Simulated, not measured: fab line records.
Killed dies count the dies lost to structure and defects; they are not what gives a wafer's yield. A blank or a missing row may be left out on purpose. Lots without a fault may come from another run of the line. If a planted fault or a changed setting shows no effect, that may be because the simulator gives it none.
Lot-split experiment + flow ritCmos + 23 wafers read from 5 lots, route of 202 steps

ON THE SPLIT
At RIT_ACTIVE_COAT_06 (resist thk 1000 nm), the setting resistThkNm was moved away from the recipe's 1000 nm on 11 of the 23 wafers read, by +2.8% to +5.1%. For the rest of the wafers, this setting stayed at what the recipe calls for.

FROM THE SPLIT TO THE READING: what the file shows between them, 8 steps
- RIT_ACTIVE_SOFTBAKE_07: time 60 s
- RIT_ACTIVE_EXPOSE_08: exposes mask M1, target cd 1400 nm
- RIT_ACTIVE_PEB_09
- RIT_ACTIVE_DEVELOP_10: develop time 50 s
- RIT_ACTIVE_CD_MEAS_11: target cd 1400 nm
- RIT_ACTIVE_HARDBAKE_12: time 60 s
- RIT_ACTIVE_ETCH_13: etches Si3N4 in SF6, stops on SiO2, time 210 s, target depth 210 nm
- RIT_ACTIVE_STRIP_14: strips in O2, time 180 s (also split here: pressureMtorr)

THE READING
cdNm at RIT_ACTIVE_CD_MEAS_90, given in nm (cd target 1400 nm). Typical for fault-free wafers on this fab line: 1399.9 nm, with standard deviation 1.9 nm.

| wafer  | tool, chamber at the split | resistThkNm as run, nm | against the recipe | cdNm, nm | against lot-mates on the recipe |
|--------|----------------------------|------------------------|--------------------|----------|---------------------------------|
| L074.1 | lithoTrack-04, 0           | 1000                   | recipe             | 1397.9   | -                               |
| L074.2 | lithoTrack-04, 0           | 1000                   | recipe             | 1399.6   | -                               |
| L074.3 | lithoTrack-04, 0           | 1028                   | +2.8%              | 1401.9   | +3.2                            |
| L074.4 | lithoTrack-04, 0           | 1028                   | +2.8%              | 1400.6   | +1.8                            |
| L074.5 | lithoTrack-04, 0           | 1028                   | +2.8%              | 1401.6   | +2.8                            |
| L075.1 | lithoTrack-04, 0           | 1032                   | +3.2%              | 1402.8   | +1.5                            |
| L075.2 | lithoTrack-04, 0           | 1032                   | +3.2%              | 1403.7   | +2.4                            |
| L075.3 | lithoTrack-04, 0           | 1000                   | recipe             | 1400.9   | -                               |
| L075.4 | lithoTrack-04, 0           | 1000                   | recipe             | 1401.7   | -                               |
| L075.5 | lithoTrack-04, 0           | 1032                   | +3.2%              | 1403.7   | +2.4                            |
| L078.1 | lithoTrack-01, 0           | 1000                   | recipe             | 1398.1   | -                               |
| L078.4 | lithoTrack-01, 0           | 1000                   | recipe             | 1397.8   | -                               |
| L078.6 | lithoTrack-01, 0           | 1000                   | recipe             | 1397.8   | -                               |
| L083.1 | lithoTrack-04, 0           | 1041                   | +4.1%              | 1406.2   | +2.2                            |
| L083.3 | lithoTrack-04, 0           | 1041                   | +4.1%              | 1406.8   | +2.8                            |
| L083.4 | lithoTrack-04, 0           | 1000                   | recipe             | 1404.9   | -                               |
| L083.5 | lithoTrack-04, 0           | 1000                   | recipe             | 1404.2   | -                               |
| L083.6 | lithoTrack-04, 0           | 1000                   | recipe             | 1402.8   | -                               |
| L085.1 | lithoTrack-02, 0           | 1051                   | +5.1%              | 1403.6   | +2.3                            |
| L085.2 | lithoTrack-02, 0           | 1051                   | +5.1%              | 1406.3   | +5.0                            |
| L085.4 | lithoTrack-02, 0           | 1000                   | recipe             | 1401.4   | -                               |
| L085.5 | lithoTrack-02, 0           | 1051                   | +5.1%              | 1406.8   | +5.5                            |
| L085.6 | lithoTrack-02, 0           | 1000                   | recipe             | 1401.2   | -                               |

FIT RESULTS
A straight line over all 23 wafers: cdNm changes by +0.969 nm for each +1% of resistThkNm; r = +0.69; the points scatter about the line by 2.1 nm.
The same after taking each lot's own level away (the mean of its wafers on the recipe; 23 wafers): +0.774 nm for each +1%; r = +0.89; scatter 0.81 nm.
That fit puts the effect of the largest move of resistThkNm on the reading at 3.9 nm.
Measured against the standard deviation above, the lots' own levels, which go from 1397.90 to 1403.97 nm, span 3.2 times it.
So the lot-to-lot level blurs the effect unless lot-mates are compared.
Check: for one of the wafers moved furthest among these (+5.1%), held out of the fit, the line's prediction against its lot-mates is +4.26 nm. Against them it came out at +2.3 nm.

ADDITIONAL SPLITS CARRIED BY THESE WAFERS
Note: prior to the reading, these wafers also went through further splits. Each is held against what the fit with the lots' levels taken away leaves over:
| other split on the same wafers    | wafers away from the commonest value | r with cdNm (lot level and that fit taken away) |
|-----------------------------------|--------------------------------------|-------------------------------------------------|
| RIT_ACTIVE_STRIP_14 pressureMtorr | 15                                   | +0.01                                           |

THE WHOLE CHAIN: every reading that the file lists as answering this split, in the file's order
| step                   | what it does                                                        | reading                                                                          | change (the file's fit)               | r (the file's) |
|------------------------|---------------------------------------------------------------------|----------------------------------------------------------------------------------|---------------------------------------|----------------|
| RIT_ACTIVE_COAT_06     | resist thk 1000 nm                                                  | NOVOLAK_of_ACTIVE_COAT_06.thkNm (the simulator's own value, which no gauge read) | +9.93 nm for each +1% of the setting  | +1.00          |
| RIT_ACTIVE_CD_MEAS_11  | target cd 1400 nm                                                   | cdNm                                                                             | +0.734 nm for each +1% of the setting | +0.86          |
| RIT_ACTIVE_HARDBAKE_12 | time 60 s                                                           | NOVOLAK_of_ACTIVE_COAT_06.thkNm (the simulator's own value, which no gauge read) | +8.71 nm for each +1% of the setting  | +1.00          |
| RIT_ACTIVE_ETCH_13     | etches Si3N4 in SF6, stops on SiO2, time 210 s, target depth 210 nm | NOVOLAK_of_ACTIVE_COAT_06.thkNm (the simulator's own value, which no gauge read) | +9.14 nm for each +1% of the setting  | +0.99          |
| RIT_ACTIVE_CD_MEAS_90  | target cd 1400 nm                                                   | cdNm                                                                             | +0.758 nm for each +1% of the setting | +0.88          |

THE FILE'S OWN FIT
cdNm changes by +0.758 nm for each +1% of resistThkNm, r = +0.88.
